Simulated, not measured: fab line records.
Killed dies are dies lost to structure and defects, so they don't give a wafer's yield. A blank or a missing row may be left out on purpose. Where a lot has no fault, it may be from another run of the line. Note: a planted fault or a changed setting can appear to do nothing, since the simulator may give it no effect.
Lot-split experiment :: flow berkeley_cmos170 :: on a route of 331 steps: 5 lots, 23 wafers read

THE SPLIT ITSELF
At UCB170_SILICIDE_SPUTTER_01 (material Ti, target thk 30 nm, time 25 s), the setting power_w was moved away from the recipe's 1500 W on 11 of the 23 wafers read, by -11.7% to +4.7%. The other wafers ran this setting at the recipe's value.

SPLIT TO READING: what lies between them in the file, 1 step
- UCB170_SILICIDE_RS_MEAS_02: measures by four-point-probe

THE READING
SILICIDE_TI_THK, in nm, at UCB170_SILICIDE_THK_MEAS_03 (measures by xrf). Typical for fault-free wafers on this fab line: 29.6 nm, with standard deviation 0.34 nm.

wafer: L074.1
tool, chamber at the split: pvd_sputter-01, -
power_w as run, W: 1571
against the recipe: +4.7%
SILICIDE_TI_THK, nm: 30.7
against lot-mates on the recipe: +1.7

wafer: L074.2
tool, chamber at the split: pvd_sputter-01, -
power_w as run, W: 1500
against the recipe: recipe
SILICIDE_TI_THK, nm: 29.0
against lot-mates on the recipe: -

wafer: L074.4
tool, chamber at the split: pvd_sputter-01, -
power_w as run, W: 1571
against the recipe: +4.7%
SILICIDE_TI_THK, nm: 30.4
against lot-mates on the recipe: +1.4

wafer: L074.5
tool, chamber at the split: pvd_sputter-01, -
power_w as run, W: 1500
against the recipe: recipe
SILICIDE_TI_THK, nm: 29.0
against lot-mates on the recipe: -

wafer: L074.6
tool, chamber at the split: pvd_sputter-01, -
power_w as run, W: 1571
against the recipe: +4.7%
SILICIDE_TI_THK, nm: 30.9
against lot-mates on the recipe: +1.9

wafer: L076.1
tool, chamber at the split: pvd_sputter-03, -
power_w as run, W: 1500
against the recipe: recipe
SILICIDE_TI_THK, nm: 29.8
against lot-mates on the recipe: -

wafer: L076.3
tool, chamber at the split: pvd_sputter-03, -
power_w as run, W: 1545
against the recipe: +3.0%
SILICIDE_TI_THK, nm: 30.6
against lot-mates on the recipe: +0.9

wafer: L076.4
tool, chamber at the split: pvd_sputter-03, -
power_w as run, W: 1500
against the recipe: recipe
SILICIDE_TI_THK, nm: 29.7
against lot-mates on the recipe: -

wafer: L076.5
tool, chamber at the split: pvd_sputter-03, -
power_w as run, W: 1545
against the recipe: +3.0%
SILICIDE_TI_THK, nm: 30.8
against lot-mates on the recipe: +1.1

wafer: L076.6
tool, chamber at the split: pvd_sputter-03, -
power_w as run, W: 1500
against the recipe: recipe
SILICIDE_TI_THK, nm: 29.7
against lot-mates on the recipe: -

wafer: L080.1
tool, chamber at the split: pvd_sputter-01, -
power_w as run, W: 1500
against the recipe: recipe
SILICIDE_TI_THK, nm: 29.9
against lot-mates on the recipe: -

wafer: L080.2
tool, chamber at the split: pvd_sputter-01, -
power_w as run, W: 1500
against the recipe: recipe
SILICIDE_TI_THK, nm: 29.8
against lot-mates on the recipe: -

wafer: L080.3
tool, chamber at the split: pvd_sputter-01, -
power_w as run, W: 1441
against the recipe: -3.9%
SILICIDE_TI_THK, nm: 28.7
against lot-mates on the recipe: -1.2

wafer: L080.5
tool, chamber at the split: pvd_sputter-01, -
power_w as run, W: 1441
against the recipe: -3.9%
SILICIDE_TI_THK, nm: 28.6
against lot-mates on the recipe: -1.2

wafer: L080.6
tool, chamber at the split: pvd_sputter-01, -
power_w as run, W: 1441
against the recipe: -3.9%
SILICIDE_TI_THK, nm: 29.2
against lot-mates on the recipe: -0.7

wafer: L081.1
tool, chamber at the split: pvd_sputter-02, -
power_w as run, W: 1500
against the recipe: recipe
SILICIDE_TI_THK, nm: 29.2
against lot-mates on the recipe: -

wafer: L081.2
tool, chamber at the split: pvd_sputter-02, -
power_w as run, W: 1324
against the recipe: -11.7%
SILICIDE_TI_THK, nm: 25.9
against lot-mates on the recipe: -3.4

wafer: L081.3
tool, chamber at the split: pvd_sputter-02, -
power_w as run, W: 1500
against the recipe: recipe
SILICIDE_TI_THK, nm: 29.4
against lot-mates on the recipe: -

wafer: L081.4
tool, chamber at the split: pvd_sputter-02, -
power_w as run, W: 1324
against the recipe: -11.7%
SILICIDE_TI_THK, nm: 26.0
against lot-mates on the recipe: -3.3

wafer: L081.5
tool, chamber at the split: pvd_sputter-02, -
power_w as run, W: 1324
against the recipe: -11.7%
SILICIDE_TI_THK, nm: 25.9
against lot-mates on the recipe: -3.4

wafer: L084.3
tool, chamber at the split: pvd_sputter-02, -
power_w as run, W: 1500
against the recipe: recipe
SILICIDE_TI_THK, nm: 29.7
against lot-mates on the recipe: -

wafer: L084.5
tool, chamber at the split: pvd_sputter-02, -
power_w as run, W: 1500
against the recipe: recipe
SILICIDE_TI_THK, nm: 29.6
against lot-mates on the recipe: -

wafer: L084.6
tool, chamber at the split: pvd_sputter-02, -
power_w as run, W: 1500
against the recipe: recipe
SILICIDE_TI_THK, nm: 29.9
against lot-mates on the recipe: -

FIT RESULTS
A straight line over all 23 wafers: SILICIDE_TI_THK changes by +0.292 nm for each +1% of power_w; r = +0.97; the points scatter about the line by 0.35 nm.
The same after taking each lot's own level away (the mean of its wafers on the recipe; 23 wafers): +0.297 nm for each +1%; r = +0.99; scatter 0.17 nm.
According to that fit, moving power_w by its largest amount changes the reading by 3.5 nm.
The span of the lots' own levels, 29.00 to 29.85 nm, comes to 2.5 times the standard deviation stated above.
The two slopes are in agreement: the lot-to-lot level therefore moves the slope only a little.
Check: for one of the wafers moved furthest among these (-11.7%), held out of the fit, the line's prediction against its lot-mates is -3.42 nm. Against them it came out at -3.4 nm.

THE WHOLE CHAIN: every reading that the file lists as answering this split, in the file's order
step: UCB170_SILICIDE_SPUTTER_01
what it does: material Ti, target thk 30 nm, time 25 s
reading: Ti_of_SILICIDE_SPUTTER_01.thk_nm (the simulator's own value, which no gauge read)
change (the file's fit): +0.304 nm for each +1% of the setting
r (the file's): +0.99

step: UCB170_SILICIDE_RS_MEAS_02
what it does: measures by four-point-probe
reading: SILICIDE_TI_RS
change (the file's fit): -0.346 for each +1% of the setting
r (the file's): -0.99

step: UCB170_SILICIDE_THK_MEAS_03
what it does: measures by xrf
reading: SILICIDE_TI_THK
change (the file's fit): +0.292 for each +1% of the setting
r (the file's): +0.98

THE FILE'S OWN FIT
SILICIDE_TI_THK changes by +0.292 nm for each +1% of power_w, r = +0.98.
